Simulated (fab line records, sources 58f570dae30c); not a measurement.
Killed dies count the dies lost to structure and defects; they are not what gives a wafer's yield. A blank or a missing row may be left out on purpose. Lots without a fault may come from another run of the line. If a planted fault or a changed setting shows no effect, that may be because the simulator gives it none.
Matching of chambers | flow berkeley-cmos170 | UCB170_V2_CVD_00 on pecvd-04 has 3 sister chambers
The step deposits SiO2 from TEOS/O2, target thk 2000 nm, time 250 s. 3 wafers are shown with their chamber, then 7 later ones without.

## EACH WAFER AND ITS CHAMBER
wafer  | chamber | heater-power-w (W)
L209.1 | 0       | 328
L209.5 | 2       | 271
L212.4 | 1       | 252

## WAFERS WITH NO CHAMBER GIVEN
wafer  | heater-power-w (W)
L212.5 | 193
L210.1 | 209
L210.2 | 349
L210.5 | 244
L215.2 | 271
L215.3 | 342
L215.6 | 197

## EACH ONE'S CHAMBER
wafer  | from the rows above          | in truth
L212.5 | can't be placed: 1 or 2      | 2
L210.1 | can't be placed: 1 or 2      | 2
L210.2 | can't be placed: 0 or 2      | 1
L210.5 | can't be placed: 1 or 2      | 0
L215.2 | can't be placed: 2 or 1 or 0 | 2
L215.3 | can't be placed: 0 or 2      | 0
L215.6 | can't be placed: 1 or 2      | 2
0 of 7 placed correctly. Unplaceable from these rows: 7, with the true chamber sitting among the candidates in 5. Placed wrongly: 0.
How it was worked out, from the rows above alone: a wafer's distance from a chamber is the root of the sum, over the readings, of the square of ((its reading less the chamber's mean) divided by the reading's scatter). The wafer belongs to the nearest chamber; if the next one is less than 2 further off, it can't be placed. For every chamber, the mean is computed from those of its wafers that are shown. The scatter (one wafer shown for each chamber): square how far every hidden wafer sits from the nearest shown wafer, average those squares and take the square root.
